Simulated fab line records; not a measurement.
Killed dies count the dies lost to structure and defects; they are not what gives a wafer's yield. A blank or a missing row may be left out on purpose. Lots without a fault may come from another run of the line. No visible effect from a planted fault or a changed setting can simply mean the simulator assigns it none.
2 desks, one fault :: flow berkeley-cmos170 :: only its own numbers are on each desk; what lay behind them is given at the end

== DESK OF THE TOOL OWNER: litho-track-02 ==
The tool's own readings at UCB170_M3_PEB_13: means of the sampled wafers that have a number, for each lot that ran on this tool. If a lot's mean is further than 4 standard deviations from the usual mean, the lot is out of limits and carries the mark OUT (the distance appears in the brackets).
Columns: A = heater-power-total-W at UCB170_M3_PEB_13, usual 56.80 W; B = plate-temp-C at UCB170_M3_PEB_13, usual 130.00 C
lot: L508
first seen here: day 8 12:41
A: 56.77
B: 129.96

lot: L515
first seen here: day 9 17:52
A: 56.81
B: 129.90

lot: L516
first seen here: day 10 09:07
A: 50.74 (-99 or more) OUT
B: 119.18 (-77) OUT

lot: L514
first seen here: day 10 09:23
A: 50.71 (-99 or more) OUT
B: 119.25 (-77) OUT

lot: L517
first seen here: day 10 18:52
A: 50.76 (-99 or more) OUT
B: 119.32 (-76) OUT
This desk's verdict: out of limits on L514, L516, L517, starting with L516 at day 10 09:07 (heater-power-total-W at UCB170_M3_PEB_13). L508, L515: within limits.

== AT THE METROLOGY DESK ==
What the gauges read for every lot (on any tool): the sampled wafers with a number, averaged. If a lot's mean is further than 4 standard deviations from the usual mean, the lot is out of limits and carries the mark OUT (the distance appears in the brackets).
Columns: A = cd-nm at UCB170_M3_CD_MEAS_15, usual 700.3 nm
lot: L504
first seen here: day 7 17:13
A: 701.1

lot: L505
first seen here: day 8 01:01
A: 700.2

lot: L508
first seen here: day 8 13:05
A: 701.0

lot: L507
first seen here: day 8 13:43
A: 699.9

lot: L513
first seen here: day 9 16:59
A: 697.7

lot: L512
first seen here: day 9 17:34
A: 700.8

lot: L515
first seen here: day 9 18:08
A: 700.3

lot: L510
first seen here: day 9 18:23
A: 700.9

lot: L516
first seen here: day 10 09:22
A: 808.7 (+77) OUT

lot: L514
first seen here: day 10 09:39
A: 809.6 (+78) OUT

lot: L517
first seen here: day 10 19:08
A: 812.7 (+80) OUT

lot: L524
first seen here: day 12 09:24
A: 702.1

lot: L525
first seen here: day 12 10:08
A: 701.3

lot: L527
first seen here: day 12 16:29
A: 701.0

lot: L526
first seen here: day 12 18:56
A: 698.9
This desk's verdict: out of limits on L514, L516, L517, starting with L516 at day 10 09:22 (cd-nm at UCB170_M3_CD_MEAS_15). L504, L505, L508, L507, L513, L512, L515, L510, L524, L525, L527, L526: within limits.

== ALL TOGETHER ==
On L514, L516, L517, at day 10 09:07, an alarm was possible from the tool owner's desk.
The metrology desk could have raised an alarm at day 10 09:22, on L514, L516, L517.
Every lot named ran UCB170_M3_PEB_13 on litho-track-02.

== WHAT THE SIMULATOR HAD PUT IN ==
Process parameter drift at UCB170_M3_PEB_13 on litho-track-02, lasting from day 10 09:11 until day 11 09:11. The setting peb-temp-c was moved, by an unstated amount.
Shown lots that were struck: L514, L516, L517.
